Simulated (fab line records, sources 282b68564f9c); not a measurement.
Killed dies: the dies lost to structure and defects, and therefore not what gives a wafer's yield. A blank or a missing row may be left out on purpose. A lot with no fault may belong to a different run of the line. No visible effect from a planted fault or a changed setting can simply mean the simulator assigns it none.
fab line records + flow rit_cmos
record:
- lots: 14
- wafers: 42
- last_day: 8
route steps=202 shown CONTACT@168 M1@198
lots with no fault: from the same line, run without faults
start_h: the number of hours between the record's first day and the start of the first shown wafer of the lot + wait_h: time in hours since the lot's previous step + " the same as in the row above + L1.1+2: a single row standing in for several wafers + - no value present, or no start provided + * or withheld: withheld + < > ~ a bound
route shown NAME@n: a module of which the file shows steps, and the number in the route of the first + usual: mean and standard deviation over wafers with no fault + same: alike in all rows + chamber/n: place in a boat + sites: readings site by site + _std_site: how widely they spread, as a standard deviation + _edge_site: mean of outer sites minus mean of inner sites + radius_mm: how far each site lies from the wafer's centre + mask NAME#n: copy n + behind: the last tool/chamber to shape the wafer + hold: the reason the lot was held/the length of the hold in hours/how it ended + device: whichever transistor did not switch (one of n, p or np) + end of line: tests run on the same wafers once the route is complete + a step with no rows: only its recipe + killed: not the wafer's yield, but the dies lost to structure and defects at the first sort + map: per-die view of a wafer (x killed, . not killed, _ where there is no die)
set.NAME: the setting the step ran with; set.NAME@STEP: the setting that earlier step ran with + model.NAME: the simulator's own value behind a step, which no gauge read
route steps across a sampled set of lots; one table per step, one row per wafer
services: from which hour (start_h, from the record's first day; less than 0 if before it) a tool's chamber was out of use, for how many hours, and why
== steps ==
step: RIT_CONTACT_CVD_00
recipe:
- material: SiO2
- target_thk_nm: 400
- precursor: TEOS
- temp_c: 390
- time_s: 61
- rf_w: 400
usual:
- heater_power_w: 330/59
- rf_fwd_power_W: 396.7/1.6
- susceptor_temp_C: 390.04/0.21
| lot.wafer | tool     | chamber | start_h | wait_h | heater_power_w | rf_fwd_power_W | susceptor_temp_C |
|-----------|----------|---------|---------|--------|----------------|----------------|------------------|
| L323.1    | pecvd-02 | 2       | 58.87   | 0.1    | 359            | 398.8          | 389.82           |
| L323.2    | "        | 1       | "       | "      | 363            | 396.8          | 389.93           |
| L323.4    | "        | 2       | "       | "      | 371            | 396.3          | 389.67           |
| L324.2    | pecvd-04 | 0       | 63.99   | 0.0    | 208            | 393.9          | 389.96           |
| L324.4    | "        | 0       | "       | "      | 222            | 397.1          | 389.74           |
| L324.6    | "        | 2       | "       | "      | 308            | 394.6          | 390.18           |
| L325.2    | pecvd-02 | 2       | 66.60   | 0.0    | 298            | 399.5          | 389.87           |
| L325.3    | "        | 0       | "       | "      | 353            | 397.3          | 390.08           |
| L325.6    | "        | 2       | "       | "      | 323            | 400.8          | 390.24           |
| L327.2    | pecvd-04 | 1       | 81.93   | 0.0    | 276            | 394.6          | 390.09           |
| L327.3    | "        | 0       | "       | "      | 250            | 398.1          | 390.00           |
| L327.6    | "        | 1       | "       | "      | 291            | 393.5          | 390.40           |
| L328.3    | pecvd-02 | 2       | 82.57   | 0.0    | 365            | 398.6          | 390.09           |
| L328.4    | "        | 0       | "       | "      | 380            | 397.6          | 390.01           |
| L328.5    | "        | 2       | "       | "      | 278            | 398.2          | 389.94           |
| L329.1    | pecvd-03 | 1       | 85.48   | 0.1    | 389            | 397.5          | 389.91           |
| L329.4    | "        | 1       | "       | "      | 405            | 397.4          | 390.09           |
| L329.5    | "        | 0       | "       | "      | 408            | 397.8          | 389.97           |
| L330.1    | pecvd-04 | 1       | 96.39   | 0.1    | 276            | 394.2          | 390.39           |
| L330.2    | "        | 0       | "       | "      | 201            | 398.6          | 389.56           |
| L330.5    | "        | 2       | "       | "      | 333            | 396.6          | 389.86           |
| L331.1    | pecvd-02 | 0       | 98.43   | 0.1    | 373            | 396.5          | 390.23           |
| L331.5    | "        | 2       | "       | "      | 381            | 397.7          | 390.15           |
| L331.6    | "        | 1       | "       | "      | 347            | 398.1          | 389.92           |
| L334.2    | pecvd-02 | 0       | 116.99  | 0.0    | 410            | 398.8          | 390.26           |
| L334.5    | "        | 2       | "       | "      | 282            | 397.5          | 390.06           |
| L334.6    | "        | 1       | "       | "      | 327            | 396.3          | 389.69           |
| L338.4    | pecvd-03 | 2       | 146.35  | 0.0    | 273            | 395.7          | 390.07           |
| L338.5    | "        | 1       | "       | "      | 412            | 395.4          | 389.99           |
| L338.6    | "        | 0       | "       | "      | 341            | 398.0          | 389.83           |
| L340.1    | pecvd-02 | 0       | 153.10  | 0.1    | 414            | 398.2          | 390.36           |
| L340.3    | "        | 2       | "       | "      | 355            | 398.3          | 389.72           |
| L340.6    | "        | 1       | "       | "      | 395            | 239.5          | 389.84           |
| L343.4    | pecvd-02 | 1       | 167.64  | 0.0    | 377            | 237.4          | 389.82           |
| L343.5    | "        | 0       | "       | "      | 398            | 397.2          | 390.10           |
| L343.6    | "        | 2       | "       | "      | 369            | 399.8          | 390.11           |
| L345.1    | pecvd-03 | 0       | 172.59  | 0.1    | 408            | 397.1          | 390.02           |
| L345.4    | "        | 0       | "       | "      | 300            | 397.6          | 390.13           |
| L345.6    | "        | 1       | "       | "      | 408            | 396.9          | 390.44           |
| L344.1    | pecvd-04 | 0       | 174.12  | 0.1    | 261            | 394.8          | 389.98           |
| L344.3    | "        | 2       | "       | "      | 346            | 398.3          | 390.13           |
| L344.6    | "        | 0       | "       | "      | 185            | 396.8          | 390.08           |
step: RIT_CONTACT_THK_MEAS_01
recipe:
- reads: SiO2_of_CONTACT_CVD_00
usual:
- CONTACT_TEOS_THK: 400/5.2
| lot.wafer | tool          | chamber | start_h | wait_h | CONTACT_TEOS_THK[nm] |
|-----------|---------------|---------|---------|--------|----------------------|
| L323.1    | film_metro-03 | -       | 58.92   | 0.0    | 399                  |
| L323.2    | "             | -       | "       | "      | 400                  |
| L323.4    | "             | -       | "       | "      | 407                  |
| L324.2    | film_metro-04 | -       | 64.05   | 0.0    | 397                  |
| L324.4    | "             | -       | "       | "      | 402                  |
| L324.6    | "             | -       | "       | "      | 396                  |
| L325.2    | film_metro-03 | -       | 66.66   | 0.0    | 403                  |
| L325.3    | "             | -       | "       | "      | 403                  |
| L325.6    | "             | -       | "       | "      | 405                  |
| L327.2    | film_metro-03 | -       | 81.99   | 0.0    | 399                  |
| L327.3    | "             | -       | "       | "      | 398                  |
| L327.6    | "             | -       | "       | "      | 400                  |
| L328.3    | film_metro-03 | -       | 82.64   | 0.0    | 393                  |
| L328.4    | "             | -       | "       | "      | 406                  |
| L328.5    | "             | -       | "       | "      | 404                  |
| L329.1    | film_metro-01 | -       | 85.53   | 0.0    | 386                  |
| L329.4    | "             | -       | "       | "      | 400                  |
| L329.5    | "             | -       | "       | "      | 403                  |
| L330.1    | film_metro-03 | -       | 96.45   | 0.0    | 401                  |
| L330.2    | "             | -       | "       | "      | 399                  |
| L330.5    | "             | -       | "       | "      | 403                  |
| L331.1    | film_metro-01 | -       | 98.48   | 0.0    | 399                  |
| L331.5    | "             | -       | "       | "      | 404                  |
| L331.6    | "             | -       | "       | "      | 407                  |
| L334.2    | film_metro-04 | -       | 117.05  | 0.0    | 399                  |
| L334.5    | "             | -       | "       | "      | 400                  |
| L334.6    | "             | -       | "       | "      | 402                  |
| L338.4    | film_metro-04 | -       | 146.41  | 0.0    | 409                  |
| L338.5    | "             | -       | "       | "      | 397                  |
| L338.6    | "             | -       | "       | "      | 401                  |
| L340.1    | film_metro-04 | -       | 153.15  | 0.0    | 404                  |
| L340.3    | "             | -       | "       | "      | 398                  |
| L340.6    | "             | -       | "       | "      | 346                  |
| L343.4    | film_metro-01 | -       | 167.69  | 0.0    | 350                  |
| L343.5    | "             | -       | "       | "      | 402                  |
| L343.6    | "             | -       | "       | "      | 406                  |
| L345.1    | film_metro-03 | -       | 172.64  | 0.0    | 396                  |
| L345.4    | "             | -       | "       | "      | 407                  |
| L345.6    | "             | -       | "       | "      | 401                  |
| L344.1    | film_metro-03 | -       | 174.17  | 0.0    | 396                  |
| L344.3    | "             | -       | "       | "      | 395                  |
| L344.6    | "             | -       | "       | "      | 398                  |
step: RIT_CONTACT_ETCH_11
recipe:
- target_depth_a: 4800
- over_etch_frac: 0.2
- stop_on: TiSi2
- chemistry: CHF3/CF4/Ar
- target: SiO2
- CHF3_flow_sccm: 50
- cf4_flow_sccm: 10
- Ar_flow_sccm: 100
- O2_flow_sccm: 5
- pressure_mtorr: 100
- rf_w: 200
- time_s: 320
usual:
- chamber_pressure_mTorr: 99.99/0.088
- drypump_motor_current_A: 5.59/0.28
- oes_product_au: 0.994/0.011
- throttle_valve_pct: 8.89/0.1
| lot.wafer | tool        | chamber | start_h | wait_h | chamber_pressure_mTorr | drypump_motor_current_A | oes_product_au | rf_hours_counter_h | throttle_valve_pct |
|-----------|-------------|---------|---------|--------|------------------------|-------------------------|----------------|--------------------|--------------------|
| L323.1    | rie_diel-02 | 0       | 60.25   | 0.1    | 99.92                  | 5.50                    | 0.983          | 160                | 8.96               |
| L323.2    | "           | 3       | "       | "      | 99.98                  | 6.05                    | 1.020          | 7                  | 8.89               |
| L323.4    | "           | 1       | "       | "      | 100.08                 | 5.58                    | 0.987          | 118                | 8.90               |
| L324.2    | rie_diel-02 | 2       | 65.37   | 0.1    | 99.87                  | 5.85                    | 0.979          | 51                 | 8.65               |
| L324.4    | "           | 0       | "       | "      | 100.01                 | 5.49                    | 0.987          | 160                | 8.96               |
| L324.6    | "           | 0       | "       | "      | 99.91                  | 5.48                    | 0.987          | -                  | 8.97               |
| L325.2    | rie_diel-03 | 1       | 68.02   | 0.1    | 100.08                 | 5.41                    | 1.000          | 146                | 9.02               |
| L325.3    | "           | 0       | "       | "      | 100.03                 | 5.76                    | 0.998          | 38                 | 8.76               |
| L325.6    | "           | 0       | "       | "      | 100.09                 | 5.73                    | 0.990          | -                  | 8.78               |
| L327.2    | rie_diel-03 | 0       | 83.32   | 0.1    | 99.99                  | 5.74                    | 0.999          | 38                 | 8.76               |
| L327.3    | "           | 1       | "       | "      | 100.00                 | 5.39                    | 1.000          | 146                | 9.01               |
| L327.6    | "           | 1       | "       | "      | 100.07                 | 5.38                    | 0.997          | -                  | 9.02               |
| L328.3    | rie_diel-04 | 0       | 84.08   | 0.1    | 100.11                 | 5.62                    | 1.002          | 9                  | 9.00               |
| L328.4    | "           | 3       | "       | "      | 99.97                  | 5.85                    | 0.995          | 41                 | 8.98               |
| L328.5    | "           | 3       | "       | "      | 99.95                  | 5.88                    | 0.997          | -                  | 8.97               |
| L329.1    | rie_diel-02 | 2       | 87.02   | 0.1    | 99.94                  | 5.86                    | 0.982          | 51                 | 8.67               |
| L329.4    | "           | 0       | "       | "      | 99.92                  | 5.45                    | 0.980          | 161                | 8.98               |
| L329.5    | "           | 0       | "       | "      | 100.11                 | 5.48                    | 0.986          | -                  | 8.96               |
| L330.1    | rie_diel-04 | 2       | 97.78   | 0.1    | 99.98                  | 5.19                    | 0.999          | 156                | 8.99               |
| L330.2    | "           | 3       | "       | "      | 99.92                  | 5.85                    | 0.995          | 41                 | 8.97               |
| L330.5    | "           | 2       | "       | "      | 100.07                 | 5.20                    | 1.002          | -                  | 8.98               |
| L331.1    | rie_diel-02 | 1       | 99.94   | 0.1    | 100.03                 | 5.58                    | 0.991          | 118                | 8.88               |
| L331.5    | "           | 2       | "       | "      | 99.91                  | 5.82                    | 0.983          | -                  | 8.66               |
| L331.6    | "           | 1       | "       | "      | 99.95                  | 5.56                    | 0.992          | -                  | 8.87               |
| L334.2    | rie_diel-02 | 2       | 118.37  | 0.1    | 99.89                  | 5.84                    | 0.982          | 52                 | 8.69               |
| L334.5    | "           | 3       | "       | "      | 99.95                  | 6.02                    | 1.012          | -                  | 8.91               |
| L334.6    | "           | 2       | "       | "      | 100.00                 | 5.82                    | 0.984          | -                  | 8.68               |
| L338.4    | rie_diel-02 | 3       | 147.73  | 0.1    | 99.89                  | 6.03                    | 1.009          | 9                  | 8.90               |
| L338.5    | "           | 2       | "       | "      | 100.00                 | 5.85                    | 0.981          | -                  | 8.67               |
| L338.6    | "           | 3       | "       | "      | 100.06                 | 6.01                    | 1.010          | -                  | 8.90               |
| L340.1    | rie_diel-04 | 3       | 154.48  | 0.1    | 100.07                 | 5.87                    | 1.003          | 42                 | 8.98               |
| L340.3    | "           | 1       | "       | "      | 100.06                 | 5.57                    | 1.005          | 119                | 8.81               |
| L340.6    | "           | 2       | "       | "      | 100.08                 | 5.19                    | 0.984          | -                  | 8.99               |
| L343.4    | rie_diel-04 | 0       | 169.00  | 0.1    | 100.02                 | 5.59                    | 1.001          | 11                 | 8.99               |
| L343.5    | "           | 1       | "       | "      | 99.95                  | 5.55                    | 1.010          | -                  | 8.81               |
| L343.6    | "           | 0       | "       | "      | 100.04                 | 5.60                    | 1.001          | -                  | 9.00               |
| L345.1    | rie_diel-04 | 0       | 174.15  | 0.1    | 100.01                 | 5.59                    | 1.010          | 11                 | 8.99               |
| L345.4    | "           | 1       | "       | "      | 100.00                 | 5.53                    | 0.995          | 120                | 8.80               |
| L345.6    | "           | 2       | "       | "      | 100.07                 | 5.18                    | 0.993          | -                  | 8.98               |
| L344.1    | rie_diel-02 | 3       | 175.69  | 0.1    | 99.85                  | 6.04                    | 1.007          | 10                 | 8.89               |
| L344.3    | "           | 1       | "       | "      | 100.23                 | 5.59                    | 0.985          | 120                | 8.87               |
| L344.6    | "           | 1       | "       | "      | 99.84                  | 5.60                    | 0.987          | -                  | 8.88               |
step: RIT_M1_STRIP_14
recipe:
- chemistry: O2
- time_s: 180
- platen_temp_c: withheld
- power_w: 500
- pressure_mtorr: 4000
- o2_flow_sccm: 4000
usual:
- chamber_pressure_mTorr: 4001/3.4
- drypump_motor_current_A: 5.7/0.55
- o2_flow_sccm: 4002/10
| lot.wafer | tool            | chamber | start_h | wait_h | chamber_pressure_mTorr | drypump_motor_current_A | o2_flow_sccm | rf_hours_counter_h |
|-----------|-----------------|---------|---------|--------|------------------------|-------------------------|--------------|--------------------|
| L323.1    | plasma_asher-02 | 0       | 63.24   | 0.0    | 3995                   | 5.1                     | 4004         | 43                 |
| L323.2    | "               | 1       | "       | "      | 3997                   | 6.6                     | 4002         | 43                 |
| L323.4    | "               | 1       | "       | "      | 4004                   | 6.6                     | 3998         | -                  |
| L324.2    | plasma_asher-03 | 0       | 68.55   | 0.0    | 4008                   | 6.2                     | 3989         | 38                 |
| L324.4    | "               | 1       | "       | "      | 4003                   | 5.5                     | 3987         | -                  |
| L324.6    | "               | 0       | "       | "      | 3997                   | 6.2                     | 4002         | -                  |
| L325.2    | plasma_asher-03 | 1       | 71.09   | 0.0    | 4006                   | 5.5                     | 4010         | 38                 |
| L325.3    | "               | 0       | "       | "      | 4000                   | 6.3                     | 3983         | -                  |
| L325.6    | "               | 1       | "       | "      | 4000                   | 5.5                     | 4010         | -                  |
| L327.2    | plasma_asher-03 | 0       | 86.59   | 0.0    | 4001                   | 6.3                     | 3979         | 40                 |
| L327.3    | "               | 0       | "       | "      | 4003                   | 6.2                     | 4010         | -                  |
| L327.6    | "               | 1       | "       | "      | 4002                   | 5.5                     | 3990         | -                  |
| L328.3    | plasma_asher-02 | 1       | 87.08   | 0.1    | 4004                   | 6.6                     | 4004         | -                  |
| L328.4    | "               | 0       | "       | "      | 4000                   | 5.1                     | 4013         | -                  |
| L328.5    | "               | 1       | "       | "      | 4003                   | 6.6                     | 3995         | -                  |
| L329.1    | plasma_asher-02 | 0       | 90.27   | 0.0    | 3995                   | 5.1                     | 4003         | 46                 |
| L329.4    | "               | 1       | "       | "      | 4006                   | 6.6                     | 3999         | -                  |
| L329.5    | "               | 1       | "       | "      | 4002                   | 6.6                     | 3993         | -                  |
| L330.1    | plasma_asher-01 | 0       | 101.05  | 0.0    | 4003                   | 5.1                     | 3997         | 32                 |
| L330.2    | "               | 1       | "       | "      | 4002                   | 5.7                     | 4004         | 32                 |
| L330.5    | "               | 1       | "       | "      | 3998                   | 5.7                     | 4015         | -                  |
| L331.1    | plasma_asher-03 | 0       | 103.00  | 0.0    | 4005                   | 6.3                     | 4004         | 42                 |
| L331.5    | "               | 1       | "       | "      | 4007                   | 5.5                     | 4003         | -                  |
| L331.6    | "               | 0       | "       | "      | 3996                   | 6.2                     | 4002         | -                  |
| L334.2    | plasma_asher-01 | 1       | 121.45  | 0.0    | 4001                   | 5.7                     | 3997         | 34                 |
| L334.5    | "               | 0       | "       | "      | 4005                   | 5.1                     | 4007         | -                  |
| L334.6    | "               | 1       | "       | "      | 3995                   | 5.7                     | 3995         | -                  |
| L338.4    | plasma_asher-03 | 0       | 150.96  | 0.1    | 3996                   | 6.2                     | 3999         | -                  |
| L338.5    | "               | 0       | "       | "      | 3998                   | 6.3                     | 4000         | -                  |
| L338.6    | "               | 1       | "       | "      | 3999                   | 5.5                     | 3999         | -                  |
| L340.1    | plasma_asher-01 | 1       | 157.52  | 0.0    | 4003                   | 5.7                     | 3992         | 38                 |
| L340.3    | "               | 1       | "       | "      | 4004                   | 5.8                     | 3992         | -                  |
| L340.6    | "               | 1       | "       | "      | 4003                   | 5.8                     | 3992         | -                  |
| L343.4    | plasma_asher-03 | 1       | 172.25  | 0.1    | 4001                   | 5.4                     | 3995         | -                  |
| L343.5    | "               | 1       | "       | "      | 3995                   | 5.5                     | 4015         | -                  |
| L343.6    | "               | 0       | "       | "      | 4003                   | 6.3                     | 4018         | -                  |
| L345.1    | plasma_asher-01 | 1       | 177.31  | 0.0    | 4000                   | 5.7                     | 3987         | 40                 |
| L345.4    | "               | 0       | "       | "      | 3998                   | 5.1                     | 3997         | -                  |
| L345.6    | "               | 0       | "       | "      | 4003                   | 5.1                     | 4007         | -                  |
| L344.1    | plasma_asher-03 | 1       | 178.73  | 0.0    | 4002                   | 5.5                     | 4019         | 50                 |
| L344.3    | "               | 0       | "       | "      | 4007                   | 6.3                     | 3999         | -                  |
| L344.6    | "               | 1       | "       | "      | 4004                   | 5.5                     | 4011         | -                  |
step: RIT_M1_PROBE_99
usual:
- killed_at_contacts: 0.0/0.2
- killed_at_front_end: 7.0/2.8
- killed_dies: 7.0/2.8
- killed_open: 3.4/1.9
- killed_short: 3.6/2
same:
- gross_dies: 264
- killed_at_M0_to_M3: 0
- killed_at_M4_up: 0
- killed_at_back_side: 0
- killed_at_other: 0
| lot.wafer | tool      | chamber | start_h | wait_h | killed_at_contacts | killed_at_front_end | killed_dies | killed_open | killed_short |
|-----------|-----------|---------|---------|--------|--------------------|---------------------|-------------|-------------|--------------|
| L331.1    | prober-02 | -       | 104.92  | 0.1    | 0                  | 1                   | 1           | 1           | 0            |
| L331.5    | prober-02 | -       | 105.12  | 0.2    | 0                  | 11                  | 11          | 6           | 5            |
| L331.6    | prober-02 | -       | 105.17  | 0.2    | 0                  | 8                   | 8           | 4           | 4            |
| L338.4    | prober-01 | -       | 152.97  | 0.2    | 0                  | 9                   | 9           | 1           | 8            |
| L338.5    | prober-01 | -       | 153.02  | 0.2    | 0                  | 11                  | 11          | 5           | 6            |
| L338.6    | prober-01 | -       | 153.07  | 0.2    | 0                  | 8                   | 8           | 5           | 3            |
killed by level:class
L331.1 GATE:geometric_particle:open=1
L331.5 GATE:geometric_particle:short=3 GATE:geometric_particle:open=2 SILICIDE:geometric_particle:open=2 FOX1:geometric_particle:short=1 FOX2:geometric_particle:open=1 REOX:geometric_particle:short=1 SPACER:geometric_particle:open=1
L331.6 SPACER:geometric_particle:open=3 GATE:geometric_particle:short=2 GATE:geometric_particle:open=1 REOX:geometric_particle:short=1 SPACER:geometric_particle:short=1
L338.4 GATE:geometric_particle:short=5 SPACER:geometric_particle:short=3 SPACER:geometric_particle:open=1
L338.5 GATE:geometric_particle:open=4 GATE:geometric_particle:short=3 SPACER:geometric_particle:short=2 REOX:geometric_particle:short=1 SILICIDE:geometric_particle:open=1
L338.6 GATE:geometric_particle:short=3 GATE:geometric_particle:open=3 FOX1:geometric_particle:open=1 REOX:geometric_particle:open=1
== services ==
| tool            | chamber | start_h | hours | kind           |
|-----------------|---------|---------|-------|----------------|
| rie_diel-04     | -       | 48.21   | 0.6   | repair         |
| pecvd-04        | -       | 89.79   | 1.3   | repair         |
| rie_diel-02     | 0       | 101.08  | -     | clean          |
| rie_diel-02     | 0       | 101.08  | 14.1  | scheduled_down |
| rie_diel-02     | 0       | 101.08  | 14.1  | vent_cycle     |
| pecvd-03        | 0       | 101.72  | 5.6   | repair         |
| pecvd-02        | -       | 104.53  | 1.4   | repair         |
| plasma_asher-02 | -       | 108.75  | 9.0   | pm             |
| plasma_asher-02 | 0       | 108.75  | 11.4  | vent_cycle     |
| plasma_asher-02 | 1       | 108.75  | 11.4  | vent_cycle     |
| plasma_asher-02 | -       | 116.00  | 4.1   | repair         |
| plasma_asher-02 | 0       | 117.75  | -     | clean          |
| plasma_asher-02 | 1       | 117.75  | -     | clean          |
| rie_diel-04     | 2       | 118.80  | -     | clean          |
| rie_diel-04     | 2       | 118.80  | 17.5  | scheduled_down |
| rie_diel-04     | 2       | 118.80  | 17.5  | vent_cycle     |
| rie_diel-02     | 0       | 129.28  | 2.8   | repair         |
| plasma_asher-01 | -       | 132.24  | 3.4   | repair         |
| pecvd-04        | 1       | 138.03  | 4.2   | repair         |
| plasma_asher-02 | -       | 149.27  | 3.2   | repair         |
| rie_diel-03     | 3       | 161.05  | -     | clean          |
| rie_diel-03     | 3       | 161.05  | 18.5  | scheduled_down |
| rie_diel-03     | 3       | 161.05  | 18.5  | vent_cycle     |
| pecvd-03        | 1       | 173.30  | 5.0   | repair         |
== key ==
first_sign:
- step: RIT_CONTACT_CVD_00
- reading: rf_fwd_power_W
- direction: down
- sigmas: 99+
- usual: 396.7
- struck: 238.5
effect:
- step: RIT_CONTACT_THK_MEAS_01
- reading: CONTACT_TEOS_THK
- direction: down
- sigmas: 10
- usual: 400
- struck: 348
met_at RIT_CONTACT_CVD_00
struck_lots L340,L343
struck_wafers L340.6,L343.4
tester_left_out L340,L343
not_acting_at RIT_CONTACT_ETCH_11,RIT_M1_STRIP_14
onset_between 116.99 153.10
fault:
- kind: process_parameter_drift
- tool: pecvd-02
- chamber: 1
- onset_h: 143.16
- steps: RIT_CONTACT_CVD_00
- channel: rf_w
- offset: -160
- shape: step
- end_h: 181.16
- stated: 400
tester_left_out: of these lots the tester's yield and bins aren't shown, on N5 and GAA mostly nor the transistor test; their killed dies are dies lost to structure and defects alone, not to doping, threshold or leakage, so they don't give the yield
